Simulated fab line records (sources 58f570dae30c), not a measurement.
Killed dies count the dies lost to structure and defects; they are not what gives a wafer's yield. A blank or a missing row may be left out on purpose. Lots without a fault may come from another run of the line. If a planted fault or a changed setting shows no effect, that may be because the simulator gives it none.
A sampling plan put to the test :: flow berkeley_cmos170 :: 8 faults told of in these records, all on one fab line, each judged by the records of the lots it struck
The plan consists of the line's own looks: route steps at which the wafer is read by a gauge or an inspection but not changed. A look can be judged if struck wafers have a number there and the file gives its usual mean and standard deviation on fault-free wafers. Caught: at a look after the fault's first step, the mean of the struck wafers lies 4 or more of those standard deviations (sigma) from the usual mean. On the tool: the test repeated on the tool's own readings taken at the fault's steps. Also counted as caught: the struck wafers showing another recipe, or a record that is empty for them alone.

## THE FAULTS, as the simulator had put them in
1. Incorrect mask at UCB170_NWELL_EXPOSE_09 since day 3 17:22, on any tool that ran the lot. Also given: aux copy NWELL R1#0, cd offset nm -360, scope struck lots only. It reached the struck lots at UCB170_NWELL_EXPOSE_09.
2. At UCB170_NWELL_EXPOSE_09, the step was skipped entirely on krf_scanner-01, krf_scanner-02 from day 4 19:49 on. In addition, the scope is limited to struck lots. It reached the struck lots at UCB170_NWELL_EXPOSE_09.
3. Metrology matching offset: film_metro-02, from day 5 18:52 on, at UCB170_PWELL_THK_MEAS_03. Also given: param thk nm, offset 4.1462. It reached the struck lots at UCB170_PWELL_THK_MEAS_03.
4. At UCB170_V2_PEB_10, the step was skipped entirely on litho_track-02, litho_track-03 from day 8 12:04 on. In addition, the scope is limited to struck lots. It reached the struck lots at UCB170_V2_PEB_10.
5. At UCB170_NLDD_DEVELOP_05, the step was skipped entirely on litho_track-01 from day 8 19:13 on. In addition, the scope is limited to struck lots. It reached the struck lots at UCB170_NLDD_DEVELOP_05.
6. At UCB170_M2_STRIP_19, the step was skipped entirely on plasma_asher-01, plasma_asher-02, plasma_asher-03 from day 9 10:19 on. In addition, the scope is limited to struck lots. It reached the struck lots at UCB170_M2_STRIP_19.
7. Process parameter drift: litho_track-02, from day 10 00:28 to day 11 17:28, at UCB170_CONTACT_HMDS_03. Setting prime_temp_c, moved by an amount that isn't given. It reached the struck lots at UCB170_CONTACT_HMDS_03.
8. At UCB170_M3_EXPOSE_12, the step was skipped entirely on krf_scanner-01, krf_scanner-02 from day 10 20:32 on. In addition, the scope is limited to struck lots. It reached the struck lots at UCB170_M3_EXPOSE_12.

## WHAT THE PLAN SAW
fault: 1
on the tool itself: no reading that can be judged
first look that catches it: none of the 3 looks that can be judged after it
reading, sigma: -
median hours from its first step to that look: -
hours from the fault's start to the first struck lot there: -
judged looks passed uncaught: 3

fault: 2
on the tool itself: no reading that can be judged
first look that catches it: not the one look that can be judged after it
reading, sigma: -
median hours from its first step to that look: -
hours from the fault's start to the first struck lot there: -
judged looks passed uncaught: 1

fault: 3
on the tool itself: PWELL_OXIDE_THK +6.6 sigma
first look that catches it: not the one look that can be judged after it
reading, sigma: -
median hours from its first step to that look: -
hours from the fault's start to the first struck lot there: -
judged looks passed uncaught: 1

fault: 4
on the tool itself: the tool's record is blank for the struck wafers
first look that catches it: no look after it can be judged
reading, sigma: -
median hours from its first step to that look: -
hours from the fault's start to the first struck lot there: -
judged looks passed uncaught: 0

fault: 5
on the tool itself: the tool's record is blank for the struck wafers
first look that catches it: none of the 2 looks that can be judged after it
reading, sigma: -
median hours from its first step to that look: -
hours from the fault's start to the first struck lot there: -
judged looks passed uncaught: 2

fault: 6
on the tool itself: the tool's record is blank for the struck wafers
first look that catches it: no look after it can be judged
reading, sigma: -
median hours from its first step to that look: -
hours from the fault's start to the first struck lot there: -
judged looks passed uncaught: 0

fault: 7
on the tool itself: prime_temp_c +5.7 sigma
first look that catches it: none of the 2 looks that can be judged after it
reading, sigma: -
median hours from its first step to that look: -
hours from the fault's start to the first struck lot there: -
judged looks passed uncaught: 2

fault: 8
on the tool itself: no reading that can be judged
first look that catches it: no look after it can be judged
reading, sigma: -
median hours from its first step to that look: -
hours from the fault's start to the first struck lot there: -
judged looks passed uncaught: 0
A dash: the fault isn't caught, or these records don't give the number.

Caught at a look: 0 of 8. Caught on the tool: 5 of 8. By one or the other: 5 of 8.
On the tool alone, faults 3, 4, 5, 6, 7 were caught.
Caught by neither: faults 1, 2, 8.
